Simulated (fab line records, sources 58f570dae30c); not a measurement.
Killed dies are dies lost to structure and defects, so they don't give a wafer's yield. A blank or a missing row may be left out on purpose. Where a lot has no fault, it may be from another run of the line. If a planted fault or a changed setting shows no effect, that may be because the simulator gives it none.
Which tool is to blame?	flow berkeley cmos170	42 wafers from 14 lots sampled at 4 of the route's 331 steps

WHAT THE GAUGES SHOWED, per wafer
UCB170_NVT_OVL_MEAS_06. Usual: for NVT_OVL the level is -3 nm and the standard deviation is 5.3.
lot	measured	on	NVT_OVL (nm)	flag
L388	day 5 16:02	overlay-02	3 2 -2	
L389	day 5 16:51	overlay-01	-3 -11 -6	
L390	day 5 16:17	overlay-01	-1 0 2	
L397	day 7 18:41	overlay-02	-4 -6 -5	
L398	day 8 01:07	overlay-02	-1 3 -2	
L400	day 8 09:22	overlay-01	2 1 -3	
L401	day 8 09:39	overlay-02	-3 -1 2	
L403	day 8 22:31	overlay-01	-3 -4 -11	
L405	day 9 02:14	overlay-01	-4 -4 -2	
L407	day 9 15:01	overlay-01	-12 -6 -11	
L406	day 9 15:32	overlay-01	0 -7 -3	
L408	day 9 14:56	overlay-02	-4 -6 -8	
L410	day 10 00:32	overlay-01	0 -10 -6	
L411	day 10 00:45	overlay-02	3 -6 -1	

UCB170_NLDD_CD_MEAS_06: the cd target is 1200 nm. Usual: cd nm at 1200.1 nm, with a standard deviation of 1.4.
lot	measured	on	cd nm (nm)	flag
L388	day 6 18:17	cd sem-02	1198.4 1197.8 1198.0	
L389	day 6 17:48	cd sem-01	1198.8 1199.7 1198.8	
L390	day 6 18:02	cd sem-01	1200.7 1199.5 1199.9	
L397	day 8 14:32	cd sem-01	1199.5 1198.3 1201.1	
L398	day 8 20:14	cd sem-02	1199.0 1198.2 1199.6	
L400	day 9 02:09	cd sem-01	1200.4 1199.6 1201.1	
L401	day 9 01:58	cd sem-02	1200.7 1199.5 1200.1	
L403	day 9 17:53	cd sem-01	1201.0 1199.3 1200.4	
L405	day 9 17:11	cd sem-02	1200.2 1200.7 1202.0	
L407	day 10 10:58	cd sem-01	1200.2 1199.8 1199.8	
L406	day 10 10:50	cd sem-02	1200.2 1199.9 1199.7	
L408	day 10 10:32	cd sem-01	1198.9 1196.7 1199.0	
L410	day 10 16:21	cd sem-02	1200.7 1200.8 1201.0	
L411	day 10 15:48	cd sem-01	1199.7 1200.5 1198.5	

WHAT TOOL EACH LOT RAN ON (gives the tool, then ch and the chambers of the sampled wafers, and finally the start)
lot	UCB170_NWELL_IMPLANT_14	UCB170_NWELL_STRIP_15
L388	implanter-03 ch 0, day 2 05:25	plasma asher-02 ch 0,1, day 2 05:34
L389	implanter-02 ch 0, day 2 11:32	plasma asher-01 ch 0, day 2 11:41
L390	implanter-03 ch 0, day 2 15:27	plasma asher-03 ch 0,1, day 2 15:36
L397	implanter-02 ch 0, day 4 04:43	plasma asher-03 ch 0,1, day 4 04:51
L398	implanter-02 ch 0, day 4 13:38	plasma asher-03 ch 0,1, day 4 13:46
L400	implanter-01 ch 0, day 4 23:34	plasma asher-02 ch 0,1, day 4 23:43
L401	implanter-03 ch 0, day 4 23:49	plasma asher-02 ch 0,1, day 4 23:58
L403	implanter-01 ch 0, day 5 09:50	plasma asher-02 ch 0,1, day 5 09:59
L405	implanter-03 ch 0, day 5 18:51	plasma asher-03 ch 0,1, day 5 19:00
L407	implanter-01 ch 0, day 6 04:38	plasma asher-01 ch 0, day 6 04:47
L406	implanter-03 ch 0, day 6 04:56	plasma asher-03 ch 1, day 6 05:04
L408	implanter-01 ch 0, day 6 10:43	plasma asher-02 ch 0,1, day 6 10:52
L410	implanter-01 ch 0, day 7 03:17	plasma asher-01 ch 0,1, day 7 03:26
L411	implanter-02 ch 0, day 7 03:59	plasma asher-03 ch 0,1, day 7 04:08
- UCB170_NWELL_IMPLANT_14
- UCB170_NWELL_STRIP_15: strips in O2.

WHAT THE TOOLS THEMSELVES READ (means of the sampled wafers that have a number; where no wafer has one, the mark that the record gives instead)
UCB170_NWELL_IMPLANT_14. Usual: beam energy keV 150.01, standard deviation 0.048; beam on s 9.99 s, standard deviation 0.19.
lot	tool	beam energy keV	beam on s (s)	flag
L388	implanter-03	149.99	10.06	
L389	implanter-02	150.00	9.86	
L390	implanter-03	150.01	9.99	
L397	implanter-02	143.35	9.94	OFF
L398	implanter-02	143.39	9.93	OFF
L400	implanter-01	150.00	9.98	
L401	implanter-03	150.01	9.85	
L403	implanter-01	149.97	10.00	
L405	implanter-03	150.08	10.03	
L407	implanter-01	149.99	9.91	
L406	implanter-03	150.04	9.80	
L408	implanter-01	150.06	9.89	
L410	implanter-01	150.00	9.82	
L411	implanter-02	149.99	9.87	

UCB170_NWELL_STRIP_15. Usual: drypump motor current A 5.8 A, standard deviation 0.46; oes product au 0.720 a.u., standard deviation 0.0047; strip time to endpoint s 18.02 s, standard deviation 0.079.
lot	tool	drypump motor current A (A)	oes product au (a.u.)	strip time to endpoint s (s)	flag
L388	plasma asher-02	5.4	0.721	17.85	
L389	plasma asher-01	5.0	0.721	18.06	
L390	plasma asher-03	5.9	0.721	17.93	
L397	plasma asher-03	6.0	0.724	18.02	
L398	plasma asher-03	6.1	0.714	18.00	
L400	plasma asher-02	5.6	0.725	17.99	
L401	plasma asher-02	5.6	0.722	18.05	
L403	plasma asher-02	5.4	0.715	18.06	
L405	plasma asher-03	6.1	0.721	17.96	
L407	plasma asher-01	5.0	0.722	17.93	
L406	plasma asher-03	5.9	0.718	18.12	
L408	plasma asher-02	5.6	0.725	18.03	
L410	plasma asher-01	5.9	0.720	18.05	
L411	plasma asher-03	6.1	0.717	18.15	

THE ANSWER, worked out from the rows above alone
Rule: a lot counts as off when the mean over its wafers that have a number is more than 3 standard deviations away from the usual mean. A lot without any number at a reading at which 4 lots or more have one is off too. All remaining lots with rows at the step are treated as sound. Order of review: gauges by route order, followed by the tools' own readings, for which a lot's mean as printed above is used. The first step at which some lot is off is used, and at that step the reading that is off furthest; a lot without a number counts as furthest.
Off: L397, L398 (UCB170_NWELL_IMPLANT_14, beam energy keV).
A tool fits if, at that step or a process step before it, it ran every lot that is off, and no sound lot after the first of them. None of those tried fits.

WHAT WAS PUT IN BY THE SIMULATOR
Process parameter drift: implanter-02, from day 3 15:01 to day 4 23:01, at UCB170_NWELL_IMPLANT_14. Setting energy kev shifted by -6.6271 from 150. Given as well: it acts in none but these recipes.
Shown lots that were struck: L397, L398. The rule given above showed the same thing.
